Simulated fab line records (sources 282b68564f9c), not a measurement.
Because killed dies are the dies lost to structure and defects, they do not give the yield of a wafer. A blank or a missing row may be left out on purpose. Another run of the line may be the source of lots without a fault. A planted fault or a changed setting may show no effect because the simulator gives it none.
fab line records	flow rit-cmos	part 1 of 2: steps 1 to 40 of 54
record: lots: 5	wafers: 15	last-day: 7
route steps=202 shown NLDD@103 PLDD@114 SPACER@125 NSD@131 PSD@142 SDANNEAL@153
lots that met no fault: from a run of the same line without faults
start-h: the number of hours between the record's first day and the start of the first shown wafer of the lot	wait-h: time in hours since the lot's previous step	" identical to the entry in the row above	L1.1+2: several wafers, shown together as one row	- no value, or no start given	* or withheld: withheld	< > ~ a bound
route shown NAME@n: NAME is a module with steps in the file, n the number in the route of the first one	usual: average and standard deviation across the fault-free wafers	same: alike in all rows	chamber/n: place in a boat	sites: each site's reading	_std_site: their standard deviation	_edge_site: mean of outer sites minus mean of inner sites	radius-mm: for every site, how far away it sits from the centre of the wafer	mask NAME#n: copy n	behind: tool/chamber where the wafer was last shaped	hold: what put the lot on hold/how long, in hours/how the hold closed	device: the transistor (n, p or np) that didn't switch	end of line: the route-end tests of the same wafers	a step given without rows: its recipe and nothing more	killed: dies that structure and defects cost at the first sort, which is not the same as the wafer's yield	map: shows each die of a wafer: x if killed, . if not, _ if none is there
set.NAME: the run value of the setting; set.NAME@STEP: its run value at that earlier step	model.NAME: the simulator's own value behind a step, which no gauge read
lots at some steps of the route; a table a step, a row a wafer
services: the hour from which a tool's chamber was out of use, counted from the record's first day as start-h (under 0 if before that day), plus the number of hours and why
== steps ==
step: RIT_NLDD_HMDS_00
recipe: prime-time-s: 60	prime-temp-c: 140
lot.wafer	tool	chamber	start-h	wait-h
L076.3+4+6	litho-track-03	0	50.08	0.1
L082.1+2+6	litho-track-01	0	85.25	0.1
L086.2+3+4	litho-track-01	0	101.90	0.1
L090.2+4+6	litho-track-02	0	122.37	0.1
L097.1+3+4	litho-track-02	0	161.67	0.1
step: RIT_NLDD_COAT_01
recipe: resist: NOVOLAK	spin-rpm: 3250	resist-thk-nm: 1000
lot.wafer	tool	chamber	start-h	wait-h
L076.3+4+6	litho-track-03	0	50.23	0.1
L082.1+2+6	litho-track-01	0	85.40	0.1
L086.2+3+4	litho-track-01	0	102.05	0.1
L090.2+4+6	litho-track-02	0	122.52	0.1
L097.1+3+4	litho-track-02	0	161.82	0.1
step: RIT_NLDD_SOFTBAKE_02
recipe: resist: NOVOLAK	temp-c: 90	time-s: 60
lot.wafer	tool	chamber	start-h	wait-h
L076.3+4+6	litho-track-03	0	50.38	0.1
L082.1+2+6	litho-track-01	0	85.55	0.1
L086.2+3+4	litho-track-01	0	102.20	0.1
L090.2+4+6	litho-track-02	0	122.67	0.1
L097.1+3+4	litho-track-02	0	161.97	0.1
step: RIT_NLDD_EXPOSE_03
recipe: mask-id: M7	na: 0.57	target-cd-nm: 40700	dose-mj: 250
lot.wafer	tool	chamber	start-h	wait-h	mask
L076.3+4+6	iline-stepper-01	0	50.65	0.2	M7#0
L082.1+2+6	iline-stepper-01	0	85.82	0.2	M7#0
L086.2+3+4	iline-stepper-02	0	102.47	0.2	M7#0
L090.2+4+6	iline-stepper-01	0	122.81	0.1	M7#0
L097.1+3+4	iline-stepper-02	0	162.25	0.2	M7#0
step: RIT_NLDD_PEB_04
recipe: resist: NOVOLAK	temp-c: withheld	time-s: withheld
lot.wafer	tool	chamber	start-h	wait-h
L076.3+4+6	litho-track-02	0	50.77	0.1
L082.1+2+6	litho-track-01	0	85.94	0.1
L086.2+3+4	litho-track-02	0	102.59	0.1
L090.2+4+6	litho-track-03	0	122.93	0.1
L097.1+3+4	litho-track-03	0	162.36	0.1
step: RIT_NLDD_DEVELOP_05
recipe: resist: NOVOLAK	develop-time-s: 50	dev-temp-c: 23
lot.wafer	tool	chamber	start-h	wait-h
L076.3+4+6	litho-track-02	0	-	-
L082.1+2+6	litho-track-01	0	-	-
L086.2+3+4	litho-track-02	0	-	-
L090.2+4+6	litho-track-03	0	-	-
L097.1+3+4	litho-track-03	0	-	-
step: RIT_NLDD_OVL_MEAS_06
usual: NLDD_OVL: -0.7/1.6
lot.wafer	tool	chamber	start-h	wait-h	NLDD_OVL[nm]
L076.3	overlay-01	-	51.02	-	-0.5
L076.4	"	-	"	"	-0.4
L076.6	"	-	"	"	0.6
L082.1	overlay-02	-	86.22	-	-1.4
L082.2	"	-	"	"	-3.5
L082.6	"	-	"	"	-2.1
L086.2	overlay-01	-	102.86	-	0.8
L086.3	"	-	"	"	1.5
L086.4	"	-	"	"	0.8
L090.2	overlay-02	-	123.20	-	0.8
L090.4	"	-	"	"	1.8
L090.6	"	-	"	"	2.1
L097.1	overlay-02	-	162.65	-	0.0
L097.3	"	-	"	"	0.5
L097.4	"	-	"	"	0.1
step: RIT_NLDD_HARDBAKE_07
recipe: resist: NOVOLAK	temp-c: 140	time-s: 60
lot.wafer	tool	chamber	start-h	wait-h
L076.3+4+6	litho-track-03	0	51.09	0.1
L082.1+2+6	litho-track-02	0	86.26	0.0
L086.2+3+4	litho-track-01	0	102.91	0.0
L090.2+4+6	litho-track-01	0	123.25	0.0
L097.1+3+4	litho-track-02	0	162.68	0.0
step: RIT_NLDD_IMPLANT_08
recipe: species: P	energy-kev: 20	dose-cm2: 5e+14	tilt-deg: 7
lot.wafer	tool	chamber	start-h	wait-h
L076.3+4+6	implanter-01	0	51.24	0.1
L082.1+2+6	implanter-02	0	86.41	0.1
L086.2+3+4	implanter-02	0	103.06	0.1
L090.2+4+6	implanter-02	0	123.40	0.1
L097.1+3+4	implanter-04	0	162.83	0.1
step: RIT_NLDD_STRIP_09
recipe: chemistry: O2	time-s: 180	resist: NOVOLAK	platen-temp-c: withheld	power-w: 500	pressure-mtorr: 4000	o2-flow-sccm: 4000
usual: drypump-motor-current-A: 5.9/0.54
lot.wafer	tool	chamber	start-h	wait-h	drypump-motor-current-A	rf-hours-counter-h
L076.3	plasma-asher-02	1	51.40	0.1	5.6	-
L076.4	"	0	"	"	5.4	-
L076.6	"	1	"	"	5.7	-
L082.1	plasma-asher-02	1	86.56	0.1	5.7	42
L082.2	"	0	"	"	5.5	42
L082.6	"	1	"	"	5.7	-
L086.2	plasma-asher-03	0	103.19	0.1	6.7	47
L086.3	"	1	"	"	5.4	-
L086.4	"	0	"	"	6.7	-
L090.2	plasma-asher-01	1	123.53	0.1	6.3	48
L090.4	"	0	"	"	5.3	-
L090.6	"	0	"	"	5.3	-
L097.1	plasma-asher-02	0	162.98	0.1	5.4	5
L097.3	"	0	"	"	5.4	-
L097.4	"	1	"	"	5.6	-
step: RIT_NLDD_TW_MEAS_10
usual: NLDD_TW: 2468/33
lot.wafer	tool	chamber	start-h	wait-h	NLDD_TW
L076.3	film-metro-02	-	51.54	0.1	2439
L076.4	"	-	"	"	2452
L076.6	"	-	"	"	2454
L082.1	film-metro-04	-	86.73	0.1	2475
L082.2	"	-	"	"	2464
L082.6	"	-	"	"	2480
L086.2	film-metro-02	-	103.37	0.1	2437
L086.3	"	-	"	"	2428
L086.4	"	-	"	"	2450
L090.2	film-metro-04	-	123.71	0.1	2491
L090.4	"	-	"	"	2500
L090.6	"	-	"	"	2479
L097.1	film-metro-03	-	163.16	0.1	2497
L097.3	"	-	"	"	2492
L097.4	"	-	"	"	2507
step: RIT_PLDD_HMDS_00
recipe: prime-time-s: 60	prime-temp-c: 140
lot.wafer	tool	chamber	start-h	wait-h
L076.3+4+6	litho-track-03	0	51.63	0.1
L082.1+2+6	litho-track-03	0	86.79	0.1
L086.2+3+4	litho-track-03	0	103.45	0.1
L090.2+4+6	litho-track-02	0	123.79	0.1
L097.1+3+4	litho-track-04	0	163.22	0.1
step: RIT_PLDD_COAT_01
recipe: resist: NOVOLAK	spin-rpm: 3250	resist-thk-nm: 1000
lot.wafer	tool	chamber	start-h	wait-h
L076.3+4+6	litho-track-03	0	51.78	0.1
L082.1+2+6	litho-track-03	0	86.94	0.1
L086.2+3+4	litho-track-03	0	103.60	0.1
L090.2+4+6	litho-track-02	0	123.94	0.1
L097.1+3+4	litho-track-04	0	163.37	0.1
step: RIT_PLDD_SOFTBAKE_02
recipe: resist: NOVOLAK	temp-c: 90	time-s: 60
lot.wafer	tool	chamber	start-h	wait-h
L076.3+4+6	litho-track-03	0	51.93	0.1
L082.1+2+6	litho-track-03	0	87.09	0.1
L086.2+3+4	litho-track-03	0	103.75	0.1
L090.2+4+6	litho-track-02	0	124.09	0.1
L097.1+3+4	litho-track-04	0	163.52	0.1
step: RIT_PLDD_EXPOSE_03
recipe: mask-id: M8	na: 0.57	target-cd-nm: 40900	dose-mj: 250
lot.wafer	tool	chamber	start-h	wait-h	mask
L076.3+4+6	iline-stepper-02	0	52.19	0.2	M8#0
L082.1+2+6	iline-stepper-02	0	87.24	0.1	M8#0
L086.2+3+4	iline-stepper-02	0	103.89	0.1	M8#0
L090.2+4+6	iline-stepper-01	0	124.36	0.2	M8#0
L097.1+3+4	iline-stepper-01	0	163.67	0.1	M8#0
step: RIT_PLDD_PEB_04
recipe: resist: NOVOLAK	temp-c: withheld	time-s: withheld
lot.wafer	tool	chamber	start-h	wait-h
L076.3+4+6	litho-track-02	0	52.32	0.1
L082.1+2+6	litho-track-04	0	87.36	0.1
L086.2+3+4	litho-track-04	0	104.01	0.1
L090.2+4+6	litho-track-03	0	124.48	0.1
L097.1+3+4	litho-track-03	0	163.78	0.1
step: RIT_PLDD_DEVELOP_05
recipe: resist: NOVOLAK	develop-time-s: 50	dev-temp-c: 23
lot.wafer	tool	chamber	start-h	wait-h
L076.3+4+6	litho-track-02	0	-	-
L082.1+2+6	litho-track-04	0	-	-
L086.2+3+4	litho-track-04	0	-	-
L090.2+4+6	litho-track-03	0	-	-
L097.1+3+4	litho-track-03	0	-	-
step: RIT_PLDD_OVL_MEAS_06
usual: PLDD_OVL: 0.0/1.5
lot.wafer	tool	chamber	start-h	wait-h	PLDD_OVL[nm]
L076.3	overlay-01	-	52.56	-	-1.9
L076.4	"	-	"	"	-2.4
L076.6	"	-	"	"	-2.6
L082.1	overlay-02	-	87.64	-	-1.0
L082.2	"	-	"	"	-1.9
L082.6	"	-	"	"	0.6
L086.2	overlay-02	-	104.28	-	-0.6
L086.3	"	-	"	"	-1.1
L086.4	"	-	"	"	-1.4
L090.2	overlay-01	-	124.74	-	0.8
L090.4	"	-	"	"	-0.1
L090.6	"	-	"	"	1.4
L097.1	overlay-02	-	164.07	-	0.9
L097.3	"	-	"	"	2.3
L097.4	"	-	"	"	0.9
step: RIT_PLDD_HARDBAKE_07
recipe: resist: NOVOLAK	temp-c: 140	time-s: 60
lot.wafer	tool	chamber	start-h	wait-h
L076.3+4+6	litho-track-02	0	52.64	0.1
L082.1+2+6	litho-track-04	0	87.68	0.0
L086.2+3+4	litho-track-03	0	104.34	0.1
L090.2+4+6	litho-track-04	0	124.80	0.0
L097.1+3+4	litho-track-04	0	164.14	0.1
step: RIT_PLDD_IMPLANT_08
recipe: species: BF2	energy-kev: 20	dose-cm2: 9e+14	tilt-deg: 7
lot.wafer	tool	chamber	start-h	wait-h
L076.3+4+6	implanter-02	0	52.79	0.1
L082.1+2+6	implanter-02	0	87.83	0.1
L086.2+3+4	implanter-02	0	104.49	0.1
L090.2+4+6	implanter-01	0	124.95	0.1
L097.1+3+4	implanter-03	0	164.29	0.1
step: RIT_PLDD_STRIP_09
recipe: chemistry: O2	time-s: 180	resist: NOVOLAK	platen-temp-c: withheld	power-w: 500	pressure-mtorr: 4000	o2-flow-sccm: 4000
usual: drypump-motor-current-A: 6.1/0.52
lot.wafer	tool	chamber	start-h	wait-h	drypump-motor-current-A	rf-hours-counter-h
L076.3	plasma-asher-04	1	52.95	0.1	6.6	-
L076.4	"	0	"	"	6.4	-
L076.6	"	1	"	"	6.6	-
L082.1	plasma-asher-02	1	87.98	0.1	5.7	42
L082.2	"	0	"	"	5.4	42
L082.6	"	0	"	"	5.4	-
L086.2	plasma-asher-04	1	104.62	0.1	6.6	33
L086.3	"	1	"	"	6.6	-
L086.4	"	0	"	"	6.4	-
L090.2	plasma-asher-04	0	125.07	0.1	6.4	35
L090.4	"	1	"	"	6.7	-
L090.6	"	0	"	"	6.4	-
L097.1	plasma-asher-03	0	164.44	0.1	6.7	54
L097.3	"	1	"	"	5.4	-
L097.4	"	0	"	"	6.7	-
step: RIT_PLDD_TW_MEAS_10
usual: PLDD_TW: 2337/23
lot.wafer	tool	chamber	start-h	wait-h	PLDD_TW
L076.3	film-metro-03	-	53.08	0.1	2370
L076.4	"	-	"	"	2369
L076.6	"	-	"	"	2358
L082.1	film-metro-04	-	88.15	0.1	2316
L082.2	"	-	"	"	2335
L082.6	"	-	"	"	2337
L086.2	film-metro-04	-	104.80	0.1	2335
L086.3	"	-	"	"	2341
L086.4	"	-	"	"	2332
L090.2	film-metro-04	-	125.26	0.1	2352
L090.4	"	-	"	"	2332
L090.6	"	-	"	"	2352
L097.1	film-metro-04	-	164.62	0.1	2329
L097.3	"	-	"	"	2323
L097.4	"	-	"	"	2322
step: RIT_SPACER_CLEAN_00
recipe: chemistry: SC1	mix: 3:3:50	time-s: 600	temp-c: 75
lot.wafer	tool	chamber	start-h	wait-h
L076.3+4+6	wet-bench-02	3	53.12	0.0
L082.1+2+6	wet-bench-01	2	88.21	0.1
L086.2+3+4	wet-bench-03	2	104.85	0.0
L090.2+4+6	wet-bench-03	1	125.31	0.0
L097.1+3+4	wet-bench-03	3	164.68	0.1
step: RIT_SPACER_CLEAN_01
recipe: chemistry: dHF	dilution: 50:1	time-s: 30
lot.wafer	tool	chamber	start-h	wait-h
L076.3+4+6	wet-bench-01	3	53.30	0.0
L082.1+2+6	wet-bench-03	0	88.42	0.0
L086.2+3+4	wet-bench-02	1	105.03	0.0
L090.2+4+6	wet-bench-02	2	125.48	0.0
L097.1+3+4	wet-bench-01	2	164.87	0.0
step: RIT_SPACER_CLEAN_02
recipe: chemistry: SC2	mix: 3:3:50	time-s: 600	temp-c: 75	dry: n2-spin
lot.wafer	tool	chamber	start-h	wait-h
L076.3+4+6	wet-bench-03	3	53.32	0.0
L082.1+2+6	wet-bench-02	2	88.44	0.0
L086.2+3+4	wet-bench-01	2	105.04	0.0
L090.2+4+6	wet-bench-01	0	125.50	0.0
L097.1+3+4	wet-bench-03	2	164.89	0.0
step: RIT_SPACER_CVD_03
recipe: material: Si3N4	target-thk-nm: 250	temp-c: 810	precursor: SiH2Cl2/NH3	time-s: 3300	pressure-mtorr: 300	sih2cl2-flow-sccm: 60	nh3-flow-sccm: 150
lot.wafer	tool	chamber	start-h	wait-h
L076.3+4+6	lpcvd-02	0	53.49	0.0
L082.1+2+6	lpcvd-01	0	88.73	0.1
L086.2+3+4	lpcvd-01	1	105.50	0.3
L090.2+4+6	lpcvd-02	1	125.69	0.0
L097.1+3+4	lpcvd-02	1	165.08	0.0
step: RIT_SPACER_THK_MEAS_04
recipe: reads: Si3N4_of_SPACER_CVD_03
usual: SPACER_NITRIDE_THK: 251.0/2.3
lot.wafer	tool	chamber	start-h	wait-h	SPACER_NITRIDE_THK[nm]
L076.3	film-metro-01	-	55.43	0.0	254.3
L076.4	"	-	"	"	254.1
L076.6	"	-	"	"	253.6
L082.1	film-metro-01	-	90.65	0.0	250.8
L082.2	"	-	"	"	250.0
L082.6	"	-	"	"	250.4
L086.2	film-metro-01	-	107.43	0.0	250.3
L086.3	"	-	"	"	249.6
L086.4	"	-	"	"	251.1
L090.2	film-metro-01	-	127.62	0.0	253.8
L090.4	"	-	"	"	254.0
L090.6	"	-	"	"	254.0
L097.1	film-metro-01	-	167.00	0.0	246.9
L097.3	"	-	"	"	249.5
L097.4	"	-	"	"	248.5
step: RIT_SPACER_ETCHBACK_05
recipe: target-depth-a: 2500	SF6_flow_sccm: 30	CHF3_flow_sccm: 30	target: Si3N4	chemistry: SF6/CHF3	pressure-mtorr: 40	rf-w: 250	time-s: 240	stop-on: SiO2
usual: drypump-motor-current-A: 5.9/0.46	oes-product-au: 0.847/0.014	throttle-valve-pct: 10.26/0.16
lot.wafer	tool	chamber	start-h	wait-h	drypump-motor-current-A	oes-product-au	rf-hours-counter-h	throttle-valve-pct
L076.3	rie-diel-02	2	55.47	0.0	6.0	0.854	70	10.25
L076.4	"	2	"	"	6.0	0.855	-	10.24
L076.6	"	3	"	"	5.9	0.857	-	10.28
L082.1	rie-diel-04	2	90.71	0.1	5.3	0.824	87	10.16
L082.2	"	3	"	"	5.6	0.865	53	10.42
L082.6	"	3	"	"	5.6	0.866	-	10.44
L086.2	rie-diel-01	3	107.48	0.0	6.0	0.846	152	9.99
L086.3	"	0	"	"	5.7	0.819	62	10.52
L086.4	"	1	"	"	5.4	0.834	116	10.33
L090.2	rie-diel-02	3	127.67	0.0	5.9	0.856	71	10.25
L090.4	"	1	"	"	6.8	0.867	1	10.51
L090.6	"	2	"	"	6.1	0.847	-	10.23
L097.1	rie-diel-04	2	167.06	0.1	5.3	0.821	88	10.16
L097.3	"	0	"	"	6.5	0.828	134	10.07
L097.4	"	3	"	"	5.6	0.868	54	10.43
step: RIT_NSD_HMDS_00
recipe: prime-time-s: 60	prime-temp-c: 140
lot.wafer	tool	chamber	start-h	wait-h
L076.3+4+6	litho-track-03	0	55.67	0.1
L082.1+2+6	litho-track-03	0	90.86	0.1
L086.2+3+4	litho-track-03	0	107.65	0.1
L090.2+4+6	litho-track-01	0	127.84	0.1
L097.1+3+4	litho-track-01	0	167.21	0.1
step: RIT_NSD_COAT_01
recipe: resist: NOVOLAK	spin-rpm: 3250	resist-thk-nm: 1000
lot.wafer	tool	chamber	start-h	wait-h
L076.3+4+6	litho-track-03	0	55.82	0.1
L082.1+2+6	litho-track-03	0	91.01	0.1
L086.2+3+4	litho-track-03	0	107.80	0.1
L090.2+4+6	litho-track-01	0	127.99	0.1
L097.1+3+4	litho-track-01	0	167.36	0.1
step: RIT_NSD_SOFTBAKE_02
recipe: resist: NOVOLAK	temp-c: 90	time-s: 60
lot.wafer	tool	chamber	start-h	wait-h
L076.3+4+6	litho-track-03	0	55.97	0.1
L082.1+2+6	litho-track-03	0	91.16	0.1
L086.2+3+4	litho-track-03	0	107.95	0.1
L090.2+4+6	litho-track-01	0	128.14	0.1
L097.1+3+4	litho-track-01	0	167.51	0.1
step: RIT_NSD_EXPOSE_03
recipe: mask-id: M9	na: 0.57	target-cd-nm: 40700	dose-mj: 250
lot.wafer	tool	chamber	start-h	wait-h	mask
L076.3+4+6	iline-stepper-01	0	56.11	0.1	M9#0
L082.1+2+6	iline-stepper-02	0	91.31	0.1	M9#0
L086.2+3+4	iline-stepper-01	0	108.22	0.2	M9#0
L090.2+4+6	iline-stepper-01	0	128.41	0.2	M9#0
L097.1+3+4	iline-stepper-02	0	167.78	0.2	M9#0
step: RIT_NSD_PEB_04
recipe: resist: NOVOLAK	temp-c: withheld	time-s: withheld
lot.wafer	tool	chamber	start-h	wait-h
L076.3+4+6	litho-track-03	0	56.23	0.1
L082.1+2+6	litho-track-04	0	91.43	0.1
L086.2+3+4	litho-track-04	0	108.34	0.1
L090.2+4+6	litho-track-01	0	128.54	0.1
L097.1+3+4	litho-track-04	0	167.94	0.1
step: RIT_NSD_DEVELOP_05
recipe: resist: NOVOLAK	develop-time-s: 50	dev-temp-c: 23
lot.wafer	tool	chamber	start-h	wait-h
L076.3+4+6	litho-track-03	0	-	-
L082.1+2+6	litho-track-04	0	-	-
L086.2+3+4	litho-track-04	0	-	-
L090.2+4+6	litho-track-01	0	-	-
L097.1+3+4	litho-track-04	0	-	-
step: RIT_NSD_OVL_MEAS_06
usual: NSD_OVL: 1.0/1.5
lot.wafer	tool	chamber	start-h	wait-h	NSD_OVL[nm]
L076.3	overlay-01	-	56.48	-	-0.9
L076.4	"	-	"	"	-2.0
L076.6	"	-	"	"	-1.9
L082.1	overlay-01	-	91.71	-	1.1
L082.2	"	-	"	"	0.9
L082.6	"	-	"	"	-1.5
L086.2	overlay-02	-	108.61	-	2.0
L086.3	"	-	"	"	1.9
L086.4	"	-	"	"	1.8
L090.2	overlay-02	-	128.80	-	0.1
L090.4	"	-	"	"	-0.7
L090.6	"	-	"	"	0.2
L097.1	overlay-01	-	168.22	-	2.5
L097.3	"	-	"	"	3.8
L097.4	"	-	"	"	3.9
step: RIT_NSD_HARDBAKE_07
recipe: resist: NOVOLAK	temp-c: 140	time-s: 60
lot.wafer	tool	chamber	start-h	wait-h
L076.3+4+6	litho-track-04	0	56.80	0.3
L082.1+2+6	litho-track-03	0	91.75	0.0
L086.2+3+4	litho-track-01	0	108.66	0.0
L090.2+4+6	litho-track-04	0	128.86	0.0
L097.1+3+4	litho-track-01	0	168.26	0.0
step: RIT_NSD_IMPLANT_08
recipe: species: P	energy-kev: 25	dose-cm2: 1e+15	tilt-deg: 7
lot.wafer	tool	chamber	start-h	wait-h
L076.3+4+6	implanter-03	0	56.95	0.1
L082.1+2+6	implanter-01	0	91.90	0.1
L086.2+3+4	implanter-03	0	108.81	0.1
L090.2+4+6	implanter-03	0	129.01	0.1
L097.1+3+4	implanter-04	0	168.41	0.1
step: RIT_NSD_STRIP_09
recipe: chemistry: O2	time-s: 180	resist: NOVOLAK	platen-temp-c: withheld	power-w: 500	pressure-mtorr: 4000	o2-flow-sccm: 4000
usual: drypump-motor-current-A: 6.0/0.51
lot.wafer	tool	chamber	start-h	wait-h	drypump-motor-current-A	rf-hours-counter-h
L076.3	plasma-asher-04	1	57.10	0.1	6.6	-
L076.4	"	0	"	"	6.4	-
L076.6	"	1	"	"	6.6	-
L082.1	plasma-asher-04	1	92.05	0.1	6.7	31
L082.2	"	0	"	"	6.4	31
L082.6	"	1	"	"	6.6	-
L086.2	plasma-asher-01	1	108.94	0.1	6.3	45
L086.3	"	0	"	"	5.3	-
L086.4	"	1	"	"	6.3	-
L090.2	plasma-asher-01	0	129.13	0.1	5.4	48
L090.4	"	0	"	"	5.4	-
L090.6	"	1	"	"	6.3	-
L097.1	plasma-asher-01	1	168.56	0.1	6.3	52
L097.3	"	0	"	"	5.3	-
L097.4	"	1	"	"	6.3	-
step: RIT_NSD_TW_MEAS_10
usual: NSD_TW: 3090/35
lot.wafer	tool	chamber	start-h	wait-h	NSD_TW
L076.3	film-metro-04	-	57.24	0.1	3111
L076.4	"	-	"	"	3103
L076.6	"	-	"	"	3088
L082.1	film-metro-02	-	92.22	0.1	3037
L082.2	"	-	"	"	3024
L082.6	"	-	"	"	3050
L086.2	film-metro-04	-	109.12	0.1	3103
L086.3	"	-	"	"	3085
L086.4	"	-	"	"	3085
L090.2	film-metro-04	-	129.32	0.1	3137
L090.4	"	-	"	"	3104
L090.6	"	-	"	"	3113
L097.1	film-metro-04	-	168.73	0.1	3084
L097.3	"	-	"	"	3102
L097.4	"	-	"	"	3104
step: RIT_PSD_HMDS_00
recipe: prime-time-s: 60	prime-temp-c: 140
lot.wafer	tool	chamber	start-h	wait-h
L076.3+4+6	litho-track-01	0	57.35	0.1
L082.1+2+6	litho-track-01	0	92.36	0.1
L086.2+3+4	litho-track-01	0	109.26	0.1
L090.2+4+6	litho-track-01	0	129.39	0.1
L097.1+3+4	litho-track-02	0	168.79	0.1
